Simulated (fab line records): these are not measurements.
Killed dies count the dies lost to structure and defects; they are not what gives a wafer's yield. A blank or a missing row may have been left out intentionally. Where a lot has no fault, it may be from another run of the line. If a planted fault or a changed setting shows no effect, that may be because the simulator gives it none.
fab line records / flow berkeley_cmos170
record lots=7 wafers=21 last_day=12
route steps=331 shown PLDD@155 NLDD@158 M3@331
lots untouched by any fault: they come from a run of this same line in which no faults occurred
start_h: start of the lot's first displayed wafer, in hours after the record's first day / wait_h: hours since the lot's step before / " identical to the entry in the row above / L1.1+2: one row covering several wafers at once / - either no value or no given start / * or withheld: withheld / < > ~ a bound
route shown NAME@n: NAME is a module with steps in the file, n the number in the route of the first one / usual: the fault-free wafers' mean and standard deviation / same: alike in all rows / chamber/n: place in a boat / sites: per-site readings / _std_site: standard deviation across them / _edge_site: the outer-site mean with the inner-site mean subtracted / radius_mm: how far each site lies from the wafer's centre / mask NAME#n: copy n / behind: the most recent tool/chamber to have shaped the wafer / hold: the reason the lot was held/the length of the hold in hours/how it ended / device: the n, p or np transistor that did not switch / end of line: at the end of the route, the tests of the same wafers / for a step that has no rows: nothing shown but its recipe / killed: count of dies lost to structure and defects at first sort (not the wafer's yield) / map: the dies of a wafer, with x for killed, . for not killed, _ for no die there
set.NAME: the setting as run; set.NAME@STEP: as run at that earlier step / model.NAME: the simulator's own value behind a step, which no gauge read
lots at some steps of the route; a table a step, a row a wafer
services: when a tool's chamber went out of use (start_h, in hours from the record's first day, below 0 if earlier), for how many hours, and the reason
## steps
# step UCB170_PLDD_STRIP_10
# recipe chemistry=O2 power_w=400 pressure_mtorr=3500 platen_temp_c=withheld o2_flow_sccm=400 overash_fraction=0.5
# usual drypump_motor_current_A=5.6/0.67 oes_product_au=0.734/0.0048 strip_time_to_endpoint_s=21.64/0.059
lot.wafer=L109.2 tool=plasma_asher-01 chamber=0 start_h=162.83 wait_h=0.1 drypump_motor_current_A=6.5 oes_product_au=0.740 rf_hours_counter_h=4 strip_time_to_endpoint_s=21.68
lot.wafer=L109.3 tool=plasma_asher-01 chamber=0 start_h=162.83 wait_h=0.1 drypump_motor_current_A=6.5 oes_product_au=0.737 rf_hours_counter_h=- strip_time_to_endpoint_s=21.70
lot.wafer=L109.5 tool=plasma_asher-01 chamber=0 start_h=162.83 wait_h=0.1 drypump_motor_current_A=6.4 oes_product_au=0.730 rf_hours_counter_h=- strip_time_to_endpoint_s=21.67
lot.wafer=L112.1 tool=plasma_asher-03 chamber=0 start_h=188.02 wait_h=0.1 drypump_motor_current_A=6.6 oes_product_au=0.735 rf_hours_counter_h=42 strip_time_to_endpoint_s=21.62
lot.wafer=L112.3 tool=plasma_asher-03 chamber=1 start_h=188.02 wait_h=0.1 drypump_motor_current_A=4.9 oes_product_au=0.734 rf_hours_counter_h=- strip_time_to_endpoint_s=21.61
lot.wafer=L112.6 tool=plasma_asher-03 chamber=1 start_h=188.02 wait_h=0.1 drypump_motor_current_A=4.9 oes_product_au=0.734 rf_hours_counter_h=- strip_time_to_endpoint_s=21.65
lot.wafer=L121.2 tool=plasma_asher-01 chamber=0 start_h=226.37 wait_h=0.1 drypump_motor_current_A=6.5 oes_product_au=0.728 rf_hours_counter_h=12 strip_time_to_endpoint_s=21.57
lot.wafer=L121.4 tool=plasma_asher-01 chamber=1 start_h=226.37 wait_h=0.1 drypump_motor_current_A=5.1 oes_product_au=0.735 rf_hours_counter_h=- strip_time_to_endpoint_s=21.60
lot.wafer=L121.6 tool=plasma_asher-01 chamber=0 start_h=226.37 wait_h=0.1 drypump_motor_current_A=6.5 oes_product_au=0.739 rf_hours_counter_h=- strip_time_to_endpoint_s=21.56
lot.wafer=L124.2 tool=plasma_asher-04 chamber=0 start_h=252.27 wait_h=0.1 drypump_motor_current_A=5.0 oes_product_au=0.743 rf_hours_counter_h=48 strip_time_to_endpoint_s=21.60
lot.wafer=L124.4 tool=plasma_asher-04 chamber=1 start_h=252.27 wait_h=0.1 drypump_motor_current_A=5.4 oes_product_au=0.729 rf_hours_counter_h=- strip_time_to_endpoint_s=21.63
lot.wafer=L124.6 tool=plasma_asher-04 chamber=1 start_h=252.27 wait_h=0.1 drypump_motor_current_A=5.4 oes_product_au=0.735 rf_hours_counter_h=- strip_time_to_endpoint_s=21.61
lot.wafer=L128.2 tool=plasma_asher-03 chamber=0 start_h=255.32 wait_h=0.1 drypump_motor_current_A=6.6 oes_product_au=0.727 rf_hours_counter_h=49 strip_time_to_endpoint_s=21.60
lot.wafer=L128.3 tool=plasma_asher-03 chamber=0 start_h=255.32 wait_h=0.1 drypump_motor_current_A=6.6 oes_product_au=0.743 rf_hours_counter_h=- strip_time_to_endpoint_s=21.61
lot.wafer=L128.6 tool=plasma_asher-03 chamber=0 start_h=255.32 wait_h=0.1 drypump_motor_current_A=6.6 oes_product_au=0.736 rf_hours_counter_h=- strip_time_to_endpoint_s=21.55
lot.wafer=L126.1 tool=plasma_asher-04 chamber=1 start_h=255.56 wait_h=0.1 drypump_motor_current_A=5.4 oes_product_au=0.740 rf_hours_counter_h=49 strip_time_to_endpoint_s=21.57
lot.wafer=L126.2 tool=plasma_asher-04 chamber=0 start_h=255.56 wait_h=0.1 drypump_motor_current_A=5.0 oes_product_au=0.729 rf_hours_counter_h=49 strip_time_to_endpoint_s=21.58
lot.wafer=L126.6 tool=plasma_asher-04 chamber=0 start_h=255.56 wait_h=0.1 drypump_motor_current_A=5.0 oes_product_au=0.738 rf_hours_counter_h=- strip_time_to_endpoint_s=21.68
lot.wafer=L130.2 tool=plasma_asher-03 chamber=1 start_h=262.21 wait_h=0.1 drypump_motor_current_A=4.9 oes_product_au=0.727 rf_hours_counter_h=50 strip_time_to_endpoint_s=21.68
lot.wafer=L130.4 tool=plasma_asher-03 chamber=1 start_h=262.21 wait_h=0.1 drypump_motor_current_A=4.9 oes_product_au=0.729 rf_hours_counter_h=- strip_time_to_endpoint_s=21.67
lot.wafer=L130.6 tool=plasma_asher-03 chamber=0 start_h=262.21 wait_h=0.1 drypump_motor_current_A=6.6 oes_product_au=0.732 rf_hours_counter_h=- strip_time_to_endpoint_s=21.67
# step UCB170_PLDD_TW_MEAS_11
# usual PLDD_TW=1012/12
lot.wafer=L109.2 tool=film_metro-01 chamber=- start_h=162.94 wait_h=0.1 PLDD_TW=1019
lot.wafer=L109.3 tool=film_metro-01 chamber=- start_h=162.94 wait_h=0.1 PLDD_TW=1021
lot.wafer=L109.5 tool=film_metro-01 chamber=- start_h=162.94 wait_h=0.1 PLDD_TW=1019
lot.wafer=L112.1 tool=film_metro-03 chamber=- start_h=188.22 wait_h=0.2 PLDD_TW=1006
lot.wafer=L112.3 tool=film_metro-03 chamber=- start_h=188.22 wait_h=0.2 PLDD_TW=997
lot.wafer=L112.6 tool=film_metro-03 chamber=- start_h=188.22 wait_h=0.2 PLDD_TW=1005
lot.wafer=L121.2 tool=film_metro-04 chamber=- start_h=226.48 wait_h=0.1 PLDD_TW=1029
lot.wafer=L121.4 tool=film_metro-04 chamber=- start_h=226.48 wait_h=0.1 PLDD_TW=1020
lot.wafer=L121.6 tool=film_metro-04 chamber=- start_h=226.48 wait_h=0.1 PLDD_TW=1019
lot.wafer=L124.2 tool=film_metro-03 chamber=- start_h=252.38 wait_h=0.1 PLDD_TW=1003
lot.wafer=L124.4 tool=film_metro-03 chamber=- start_h=252.38 wait_h=0.1 PLDD_TW=1000
lot.wafer=L124.6 tool=film_metro-03 chamber=- start_h=252.38 wait_h=0.1 PLDD_TW=1003
lot.wafer=L128.2 tool=film_metro-03 chamber=- start_h=255.43 wait_h=0.1 PLDD_TW=1003
lot.wafer=L128.3 tool=film_metro-03 chamber=- start_h=255.43 wait_h=0.1 PLDD_TW=1000
lot.wafer=L128.6 tool=film_metro-03 chamber=- start_h=255.43 wait_h=0.1 PLDD_TW=1002
lot.wafer=L126.1 tool=film_metro-03 chamber=- start_h=255.66 wait_h=0.1 PLDD_TW=1002
lot.wafer=L126.2 tool=film_metro-03 chamber=- start_h=255.66 wait_h=0.1 PLDD_TW=1007
lot.wafer=L126.6 tool=film_metro-03 chamber=- start_h=255.66 wait_h=0.1 PLDD_TW=1008
lot.wafer=L130.2 tool=film_metro-03 chamber=- start_h=262.32 wait_h=0.1 PLDD_TW=1003
lot.wafer=L130.4 tool=film_metro-03 chamber=- start_h=262.32 wait_h=0.1 PLDD_TW=1002
lot.wafer=L130.6 tool=film_metro-03 chamber=- start_h=262.32 wait_h=0.1 PLDD_TW=1006
# step UCB170_PLDD_CLEAN_12
# recipe chemistry=SPM temp_c=120 time_s=600
# step UCB170_NLDD_HMDS_00
# recipe prime_time_s=60 prime_temp_c=100
# step UCB170_NLDD_COAT_01
# recipe resist=KrF spin_rpm=1500 resist_thk_nm=900
# step UCB170_NLDD_SOFTBAKE_02
# recipe resist=KrF temp_c=130 time_s=60
# step UCB170_NLDD_EXPOSE_03
# recipe mask_id=NSELECT na=0.5 sigma_outer=0.6 source_shape=conventional target_cd_nm=1200 dose_mj=30
# step UCB170_NLDD_PEB_04
# recipe peb_temp_c=130 peb_time_s=withheld resist=KrF
# step UCB170_NLDD_DEVELOP_05
# recipe developer=TMAH develop_time_s=45 resist=KrF dev_temp_c=21
# step UCB170_NLDD_CD_MEAS_06
# recipe target_cd_nm=1200
# usual cd_nm=1199.7/1.5
lot.wafer=L109.2 tool=cd_sem-02 chamber=- start_h=164.21 wait_h=- cd_nm=1202.1
lot.wafer=L109.3 tool=cd_sem-02 chamber=- start_h=164.21 wait_h=- cd_nm=1200.1
lot.wafer=L109.5 tool=cd_sem-02 chamber=- start_h=164.21 wait_h=- cd_nm=1201.0
lot.wafer=L112.1 tool=cd_sem-01 chamber=- start_h=189.78 wait_h=- cd_nm=1198.0
lot.wafer=L112.3 tool=cd_sem-01 chamber=- start_h=189.78 wait_h=- cd_nm=1200.2
lot.wafer=L112.6 tool=cd_sem-01 chamber=- start_h=189.78 wait_h=- cd_nm=1199.9
lot.wafer=L121.2 tool=cd_sem-01 chamber=- start_h=228.02 wait_h=- cd_nm=1198.1
lot.wafer=L121.4 tool=cd_sem-01 chamber=- start_h=228.02 wait_h=- cd_nm=1198.6
lot.wafer=L121.6 tool=cd_sem-01 chamber=- start_h=228.02 wait_h=- cd_nm=1198.8
lot.wafer=L124.2 tool=cd_sem-02 chamber=- start_h=254.40 wait_h=- cd_nm=1200.6
lot.wafer=L124.4 tool=cd_sem-02 chamber=- start_h=254.40 wait_h=- cd_nm=1199.6
lot.wafer=L124.6 tool=cd_sem-02 chamber=- start_h=254.40 wait_h=- cd_nm=1200.3
lot.wafer=L128.2 tool=cd_sem-02 chamber=- start_h=256.95 wait_h=- cd_nm=1199.5
lot.wafer=L128.3 tool=cd_sem-02 chamber=- start_h=256.95 wait_h=- cd_nm=1198.8
lot.wafer=L128.6 tool=cd_sem-02 chamber=- start_h=256.95 wait_h=- cd_nm=1198.9
lot.wafer=L126.1 tool=cd_sem-02 chamber=- start_h=257.14 wait_h=- cd_nm=1198.4
lot.wafer=L126.2 tool=cd_sem-02 chamber=- start_h=257.14 wait_h=- cd_nm=1198.0
lot.wafer=L126.6 tool=cd_sem-02 chamber=- start_h=257.14 wait_h=- cd_nm=1197.0
lot.wafer=L130.2 tool=cd_sem-01 chamber=- start_h=264.19 wait_h=- cd_nm=1200.1
lot.wafer=L130.4 tool=cd_sem-01 chamber=- start_h=264.19 wait_h=- cd_nm=1198.4
lot.wafer=L130.6 tool=cd_sem-01 chamber=- start_h=264.19 wait_h=- cd_nm=1198.9
# step UCB170_NLDD_OVL_MEAS_07
# usual NLDD_OVL=-2/4.3
lot.wafer=L109.2 tool=overlay-01 chamber=- start_h=164.32 wait_h=0.1 NLDD_OVL[nm]=-6
lot.wafer=L109.3 tool=overlay-01 chamber=- start_h=164.32 wait_h=0.1 NLDD_OVL[nm]=-5
lot.wafer=L109.5 tool=overlay-01 chamber=- start_h=164.32 wait_h=0.1 NLDD_OVL[nm]=-7
lot.wafer=L112.1 tool=overlay-01 chamber=- start_h=189.90 wait_h=0.1 NLDD_OVL[nm]=-2
lot.wafer=L112.3 tool=overlay-01 chamber=- start_h=189.90 wait_h=0.1 NLDD_OVL[nm]=-4
lot.wafer=L112.6 tool=overlay-01 chamber=- start_h=189.90 wait_h=0.1 NLDD_OVL[nm]=-2
lot.wafer=L121.2 tool=overlay-01 chamber=- start_h=228.12 wait_h=0.1 NLDD_OVL[nm]=-1
lot.wafer=L121.4 tool=overlay-01 chamber=- start_h=228.12 wait_h=0.1 NLDD_OVL[nm]=-5
lot.wafer=L121.6 tool=overlay-01 chamber=- start_h=228.12 wait_h=0.1 NLDD_OVL[nm]=7
lot.wafer=L124.2 tool=overlay-01 chamber=- start_h=254.51 wait_h=0.1 NLDD_OVL[nm]=4
lot.wafer=L124.4 tool=overlay-01 chamber=- start_h=254.51 wait_h=0.1 NLDD_OVL[nm]=2
lot.wafer=L124.6 tool=overlay-01 chamber=- start_h=254.51 wait_h=0.1 NLDD_OVL[nm]=7
lot.wafer=L128.2 tool=overlay-01 chamber=- start_h=257.06 wait_h=0.1 NLDD_OVL[nm]=1
lot.wafer=L128.3 tool=overlay-01 chamber=- start_h=257.06 wait_h=0.1 NLDD_OVL[nm]=2
lot.wafer=L128.6 tool=overlay-01 chamber=- start_h=257.06 wait_h=0.1 NLDD_OVL[nm]=2
lot.wafer=L126.1 tool=overlay-01 chamber=- start_h=257.26 wait_h=0.1 NLDD_OVL[nm]=-9
lot.wafer=L126.2 tool=overlay-01 chamber=- start_h=257.26 wait_h=0.1 NLDD_OVL[nm]=-5
lot.wafer=L126.6 tool=overlay-01 chamber=- start_h=257.26 wait_h=0.1 NLDD_OVL[nm]=-8
lot.wafer=L130.2 tool=overlay-01 chamber=- start_h=264.30 wait_h=0.1 NLDD_OVL[nm]=-2
lot.wafer=L130.4 tool=overlay-01 chamber=- start_h=264.30 wait_h=0.1 NLDD_OVL[nm]=-2
lot.wafer=L130.6 tool=overlay-01 chamber=- start_h=264.30 wait_h=0.1 NLDD_OVL[nm]=-1
# step UCB170_NLDD_IMPLANT_08
# recipe species=As dose_cm2=5e+13 energy_kev=30 tilt_deg=7 rotation_deg=0
# step UCB170_NLDD_IMPLANT_09
# recipe species=As dose_cm2=5e+13 energy_kev=30 tilt_deg=7 rotation_deg=180
# usual beam_energy_keV=30.002/0.0097 beam_on_s=9.99/0.2 dose_ions_cm2=5e+13/4.9e+10
lot.wafer=L109.2 tool=implanter-03 chamber=0 start_h=164.52 wait_h=0.1 beam_energy_keV=29.995 beam_on_s=10.03 dose_ions_cm2=5.001e+13 model.implant.rp_nm=21.62 model.implant.drp_nm=9.611
lot.wafer=L109.3 tool=implanter-03 chamber=0 start_h=164.52 wait_h=0.1 beam_energy_keV=29.997 beam_on_s=9.97 dose_ions_cm2=4.998e+13 model.implant.rp_nm=21.62 model.implant.drp_nm=9.611
lot.wafer=L109.5 tool=implanter-03 chamber=0 start_h=164.52 wait_h=0.1 beam_energy_keV=29.996 beam_on_s=10.02 dose_ions_cm2=4.997e+13 model.implant.rp_nm=21.62 model.implant.drp_nm=9.611
lot.wafer=L112.1 tool=implanter-04 chamber=0 start_h=190.08 wait_h=0.1 beam_energy_keV=30.000 beam_on_s=9.99 dose_ions_cm2=5.002e+13 model.implant.rp_nm=21.63 model.implant.drp_nm=9.611
lot.wafer=L112.3 tool=implanter-04 chamber=0 start_h=190.08 wait_h=0.1 beam_energy_keV=29.983 beam_on_s=9.97 dose_ions_cm2=5e+13 model.implant.rp_nm=21.63 model.implant.drp_nm=9.611
lot.wafer=L112.6 tool=implanter-04 chamber=0 start_h=190.08 wait_h=0.1 beam_energy_keV=29.993 beam_on_s=9.74 dose_ions_cm2=4.995e+13 model.implant.rp_nm=21.63 model.implant.drp_nm=9.611
lot.wafer=L121.2 tool=implanter-04 chamber=0 start_h=228.33 wait_h=0.1 beam_energy_keV=27.978 beam_on_s=10.13 dose_ions_cm2=4.998e+13 model.implant.rp_nm=20.48 model.implant.drp_nm=9.137
lot.wafer=L121.4 tool=implanter-04 chamber=0 start_h=228.33 wait_h=0.1 beam_energy_keV=27.982 beam_on_s=9.78 dose_ions_cm2=5.001e+13 model.implant.rp_nm=20.48 model.implant.drp_nm=9.137
lot.wafer=L121.6 tool=implanter-04 chamber=0 start_h=228.33 wait_h=0.1 beam_energy_keV=27.982 beam_on_s=9.90 dose_ions_cm2=5.003e+13 model.implant.rp_nm=20.48 model.implant.drp_nm=9.137
lot.wafer=L124.2 tool=implanter-04 chamber=0 start_h=254.71 wait_h=0.1 beam_energy_keV=27.981 beam_on_s=10.23 dose_ions_cm2=5.001e+13 model.implant.rp_nm=20.19 model.implant.drp_nm=9.137
lot.wafer=L124.4 tool=implanter-04 chamber=0 start_h=254.71 wait_h=0.1 beam_energy_keV=27.994 beam_on_s=9.60 dose_ions_cm2=5.002e+13 model.implant.rp_nm=20.19 model.implant.drp_nm=9.137
lot.wafer=L124.6 tool=implanter-04 chamber=0 start_h=254.71 wait_h=0.1 beam_energy_keV=27.994 beam_on_s=10.15 dose_ions_cm2=5.003e+13 model.implant.rp_nm=20.19 model.implant.drp_nm=9.137
lot.wafer=L128.2 tool=implanter-01 chamber=0 start_h=257.27 wait_h=0.1 beam_energy_keV=29.990 beam_on_s=9.87 dose_ions_cm2=5.002e+13 model.implant.rp_nm=21.33 model.implant.drp_nm=9.611
lot.wafer=L128.3 tool=implanter-01 chamber=0 start_h=257.27 wait_h=0.1 beam_energy_keV=29.988 beam_on_s=9.77 dose_ions_cm2=4.997e+13 model.implant.rp_nm=21.33 model.implant.drp_nm=9.611
lot.wafer=L128.6 tool=implanter-01 chamber=0 start_h=257.27 wait_h=0.1 beam_energy_keV=29.984 beam_on_s=9.92 dose_ions_cm2=5.004e+13 model.implant.rp_nm=21.33 model.implant.drp_nm=9.611
lot.wafer=L126.1 tool=implanter-04 chamber=0 start_h=257.45 wait_h=0.1 beam_energy_keV=27.989 beam_on_s=10.13 dose_ions_cm2=4.999e+13 model.implant.rp_nm=19.68 model.implant.drp_nm=9.137
lot.wafer=L126.2 tool=implanter-04 chamber=0 start_h=257.45 wait_h=0.1 beam_energy_keV=27.988 beam_on_s=9.72 dose_ions_cm2=4.999e+13 model.implant.rp_nm=19.68 model.implant.drp_nm=9.137
lot.wafer=L126.6 tool=implanter-04 chamber=0 start_h=257.45 wait_h=0.1 beam_energy_keV=27.974 beam_on_s=10.18 dose_ions_cm2=5.002e+13 model.implant.rp_nm=19.68 model.implant.drp_nm=9.137
lot.wafer=L130.2 tool=implanter-03 chamber=0 start_h=264.51 wait_h=0.1 beam_energy_keV=29.996 beam_on_s=9.85 dose_ions_cm2=4.996e+13 model.implant.rp_nm=21.8 model.implant.drp_nm=9.611
lot.wafer=L130.4 tool=implanter-03 chamber=0 start_h=264.51 wait_h=0.1 beam_energy_keV=29.993 beam_on_s=10.27 dose_ions_cm2=4.998e+13 model.implant.rp_nm=21.8 model.implant.drp_nm=9.611
lot.wafer=L130.6 tool=implanter-03 chamber=0 start_h=264.51 wait_h=0.1 beam_energy_keV=30.005 beam_on_s=9.83 dose_ions_cm2=4.997e+13 model.implant.rp_nm=21.8 model.implant.drp_nm=9.611
# step UCB170_NLDD_STRIP_10
# recipe chemistry=O2 power_w=400 pressure_mtorr=3500 platen_temp_c=withheld o2_flow_sccm=400 overash_fraction=0.5
# usual drypump_motor_current_A=5.9/0.61 oes_product_au=0.734/0.0048 strip_time_to_endpoint_s=21.64/0.054
lot.wafer=L109.2 tool=plasma_asher-01 chamber=1 start_h=164.65 wait_h=0.1 drypump_motor_current_A=5.1 oes_product_au=0.731 rf_hours_counter_h=5 strip_time_to_endpoint_s=21.60
lot.wafer=L109.3 tool=plasma_asher-01 chamber=1 start_h=164.65 wait_h=0.1 drypump_motor_current_A=5.1 oes_product_au=0.740 rf_hours_counter_h=- strip_time_to_endpoint_s=21.61
lot.wafer=L109.5 tool=plasma_asher-01 chamber=1 start_h=164.65 wait_h=0.1 drypump_motor_current_A=5.1 oes_product_au=0.727 rf_hours_counter_h=- strip_time_to_endpoint_s=21.69
lot.wafer=L112.1 tool=plasma_asher-03 chamber=1 start_h=190.23 wait_h=0.1 drypump_motor_current_A=4.9 oes_product_au=0.723 rf_hours_counter_h=42 strip_time_to_endpoint_s=21.70
lot.wafer=L112.3 tool=plasma_asher-03 chamber=1 start_h=190.23 wait_h=0.1 drypump_motor_current_A=4.9 oes_product_au=0.737 rf_hours_counter_h=- strip_time_to_endpoint_s=21.66
lot.wafer=L112.6 tool=plasma_asher-03 chamber=1 start_h=190.23 wait_h=0.1 drypump_motor_current_A=4.9 oes_product_au=0.728 rf_hours_counter_h=- strip_time_to_endpoint_s=21.73
lot.wafer=L121.2 tool=plasma_asher-02 chamber=0 start_h=228.51 wait_h=0.2 drypump_motor_current_A=6.1 oes_product_au=0.740 rf_hours_counter_h=53 strip_time_to_endpoint_s=21.70
lot.wafer=L121.4 tool=plasma_asher-02 chamber=1 start_h=228.51 wait_h=0.2 drypump_motor_current_A=6.0 oes_product_au=0.738 rf_hours_counter_h=- strip_time_to_endpoint_s=21.63
lot.wafer=L121.6 tool=plasma_asher-02 chamber=1 start_h=228.51 wait_h=0.2 drypump_motor_current_A=6.0 oes_product_au=0.732 rf_hours_counter_h=- strip_time_to_endpoint_s=21.60
lot.wafer=L124.2 tool=plasma_asher-02 chamber=1 start_h=254.84 wait_h=0.1 drypump_motor_current_A=6.0 oes_product_au=0.733 rf_hours_counter_h=56 strip_time_to_endpoint_s=21.64
lot.wafer=L124.4 tool=plasma_asher-02 chamber=0 start_h=254.84 wait_h=0.1 drypump_motor_current_A=6.1 oes_product_au=0.731 rf_hours_counter_h=- strip_time_to_endpoint_s=21.70
lot.wafer=L124.6 tool=plasma_asher-02 chamber=0 start_h=254.84 wait_h=0.1 drypump_motor_current_A=6.1 oes_product_au=0.740 rf_hours_counter_h=- strip_time_to_endpoint_s=21.70
lot.wafer=L128.2 tool=plasma_asher-03 chamber=1 start_h=257.39 wait_h=0.1 drypump_motor_current_A=4.9 oes_product_au=0.739 rf_hours_counter_h=49 strip_time_to_endpoint_s=21.62
lot.wafer=L128.3 tool=plasma_asher-03 chamber=1 start_h=257.39 wait_h=0.1 drypump_motor_current_A=4.9 oes_product_au=0.745 rf_hours_counter_h=- strip_time_to_endpoint_s=21.66
lot.wafer=L128.6 tool=plasma_asher-03 chamber=0 start_h=257.39 wait_h=0.1 drypump_motor_current_A=6.6 oes_product_au=0.728 rf_hours_counter_h=- strip_time_to_endpoint_s=21.64
lot.wafer=L126.1 tool=plasma_asher-01 chamber=1 start_h=257.60 wait_h=0.1 drypump_motor_current_A=5.1 oes_product_au=0.741 rf_hours_counter_h=16 strip_time_to_endpoint_s=21.67
lot.wafer=L126.2 tool=plasma_asher-01 chamber=0 start_h=257.60 wait_h=0.1 drypump_motor_current_A=6.5 oes_product_au=0.735 rf_hours_counter_h=16 strip_time_to_endpoint_s=21.60
lot.wafer=L126.6 tool=plasma_asher-01 chamber=1 start_h=257.60 wait_h=0.1 drypump_motor_current_A=5.1 oes_product_au=0.737 rf_hours_counter_h=- strip_time_to_endpoint_s=21.49
lot.wafer=L130.2 tool=plasma_asher-02 chamber=1 start_h=264.63 wait_h=0.1 drypump_motor_current_A=6.0 oes_product_au=0.730 rf_hours_counter_h=57 strip_time_to_endpoint_s=21.68
lot.wafer=L130.4 tool=plasma_asher-02 chamber=1 start_h=264.63 wait_h=0.1 drypump_motor_current_A=6.0 oes_product_au=0.732 rf_hours_counter_h=- strip_time_to_endpoint_s=21.70
lot.wafer=L130.6 tool=plasma_asher-02 chamber=1 start_h=264.63 wait_h=0.1 drypump_motor_current_A=6.0 oes_product_au=0.732 rf_hours_counter_h=- strip_time_to_endpoint_s=21.74
# step UCB170_M3_PROBE_99
lot.wafer=L109.2 tool=prober-01 chamber=- start_h=197.25 wait_h=0.1 model.etest.nldd.rs_ohm_sq=786.4
lot.wafer=L109.3 tool=prober-01 chamber=- start_h=197.30 wait_h=0.2 model.etest.nldd.rs_ohm_sq=779.6
lot.wafer=L109.5 tool=prober-01 chamber=- start_h=197.40 wait_h=0.2 model.etest.nldd.rs_ohm_sq=781.8
lot.wafer=L112.1 tool=prober-02 chamber=- start_h=221.77 wait_h=0.1 model.etest.nldd.rs_ohm_sq=783.8
lot.wafer=L112.3 tool=prober-02 chamber=- start_h=221.87 wait_h=0.2 model.etest.nldd.rs_ohm_sq=785.8
lot.wafer=L112.6 tool=prober-02 chamber=- start_h=222.02 wait_h=0.2 model.etest.nldd.rs_ohm_sq=789.7
lot.wafer=L121.2 tool=prober-02 chamber=- start_h=265.33 wait_h=0.1 model.etest.nldd.rs_ohm_sq=793
lot.wafer=L121.4 tool=prober-02 chamber=- start_h=265.43 wait_h=0.2 model.etest.nldd.rs_ohm_sq=792.4
lot.wafer=L121.6 tool=prober-02 chamber=- start_h=265.53 wait_h=0.2 model.etest.nldd.rs_ohm_sq=785.6
lot.wafer=L124.2 tool=prober-02 chamber=- start_h=289.24 wait_h=0.1 model.etest.nldd.rs_ohm_sq=783.6
lot.wafer=L124.4 tool=prober-02 chamber=- start_h=289.34 wait_h=0.2 model.etest.nldd.rs_ohm_sq=780
lot.wafer=L124.6 tool=prober-02 chamber=- start_h=289.44 wait_h=0.2 model.etest.nldd.rs_ohm_sq=786.8
lot.wafer=L128.2 tool=prober-01 chamber=- start_h=292.63 wait_h=0.1 model.etest.nldd.rs_ohm_sq=765.3
lot.wafer=L128.3 tool=prober-01 chamber=- start_h=292.68 wait_h=0.2 model.etest.nldd.rs_ohm_sq=767.3
lot.wafer=L128.6 tool=prober-01 chamber=- start_h=292.83 wait_h=0.2 model.etest.nldd.rs_ohm_sq=769.2
lot.wafer=L130.2 tool=prober-02 chamber=- start_h=295.70 wait_h=0.1 model.etest.nldd.rs_ohm_sq=765.4
lot.wafer=L130.4 tool=prober-02 chamber=- start_h=295.80 wait_h=0.2 model.etest.nldd.rs_ohm_sq=768.1
lot.wafer=L130.6 tool=prober-02 chamber=- start_h=295.90 wait_h=0.2 model.etest.nldd.rs_ohm_sq=764.1
lot.wafer=L126.1 tool=prober-01 chamber=- start_h=298.52 wait_h=0.1 model.etest.nldd.rs_ohm_sq=785.1
lot.wafer=L126.2 tool=prober-01 chamber=- start_h=298.57 wait_h=0.1 model.etest.nldd.rs_ohm_sq=780.4
lot.wafer=L126.6 tool=prober-01 chamber=- start_h=298.77 wait_h=0.2 model.etest.nldd.rs_ohm_sq=782.9
# killed by level:class
L109.2 GATE:geometric_particle:short=1 SILICIDE:geometric_particle:open=1
L109.3 GATE:geometric_particle:open=1 CONTACT:geometric_particle:short=1 M1:geometric_particle:short=1
L109.5 GATE:geometric_particle:short=1 V2:geometric_particle:short=1
L112.1 SACOX:geometric_particle:short=2 SCREENOX:geometric_particle:short=1
L112.3 START:geometric_particle:open=1 GATE:geometric_particle:short=1 SILICIDE:geometric_particle:open=1 V2:geometric_particle:open=1
L112.6 SCREENOX:geometric_particle:short=1 V1:geometric_particle:short=1
L121.2
L121.4 SCREENOX:geometric_particle:open=1 SILICIDE:geometric_particle:short=1
L121.6 GATE:geometric_particle:open=1 SILICIDE:geometric_particle:open=1 M3:geometric_particle:short=1
L128.2 GATE:geometric_particle:open=1 SPACER:geometric_particle:open=1 M3:geometric_particle:short=1
L128.3 M3:geometric_particle:short=2 ACTIVE:area_etch=2 SILICIDE:geometric_particle:open=1
L128.6 GATE:geometric_particle:open=2 V2:geometric_particle:open=1 M3:geometric_particle:short=1
L130.2 ACTIVE:area_etch=4 GATE:geometric_particle:short=2 SACOX:geometric_particle:open=1 GATE:geometric_particle:open=1 M2:geometric_particle:short=1
L130.6 SCREENOX:geometric_particle:open=1 GATE:geometric_particle:open=1 SILICIDE:geometric_particle:short=1 STARTING-WAFER:geometric_particle:open=1
L126.1
L126.2 SPACER:geometric_particle:short=1 SILICIDE:geometric_particle:open=1 CONTACT:geometric_particle:short=1
L126.6 GATE:geometric_particle:open=2 SILICIDE:geometric_particle:short=1 SPACER:area_etchback=1
## services
tool=implanter-03 chamber=- start_h=175.08 hours=5.6 kind=repair
tool=implanter-04 chamber=- start_h=186.17 hours=3.0 kind=repair
tool=plasma_asher-01 chamber=- start_h=188.61 hours=0.8 kind=repair
tool=implanter-03 chamber=- start_h=199.28 hours=3.2 kind=repair
tool=plasma_asher-03 chamber=- start_h=220.08 hours=10.9 kind=repair
tool=implanter-03 chamber=- start_h=223.70 hours=19.2 kind=repair
## key
first_sign step=UCB170_NLDD_IMPLANT_09 reading=beam_energy_keV direction=down sigmas=99+ usual=30.002 struck=27.985
effect none on later readings
model_effect step=UCB170_NLDD_IMPLANT_09 value=implant.rp_nm without=21.21 struck=20.12
model_effect step=UCB170_M3_PROBE_99 value=etest.nldd.rs_ohm_sq without=770.2 struck=785.5
met_at UCB170_NLDD_IMPLANT_09
struck_wafers L121.2,L121.4,L121.6,L124.2,L124.4,L124.6,L126.1,L126.2,L126.6
sort_left_out L124.2,L124.4,L124.6
tester_left_out L121,L124,L126
onset_between 190.08 228.33
fault kind=process_parameter_drift tool=implanter-04 chamber=- onset_h=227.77 steps=UCB170_NLDD_IMPLANT_09 channel=energy_kev offset=-2.0203 shape=step end_h=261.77 acts_in=these_recipes_only stated=30
# tester_left_out: of these lots the tester's yield and bins aren't shown, on N5 and GAA mostly nor the transistor test; their killed dies are dies lost to structure and defects alone, not to doping, threshold or leakage, so they don't give the yield
# sort_left_out: the simulated sort isn't trusted on such a fault, so these wafers' sort isn't shown, and their yield isn't known
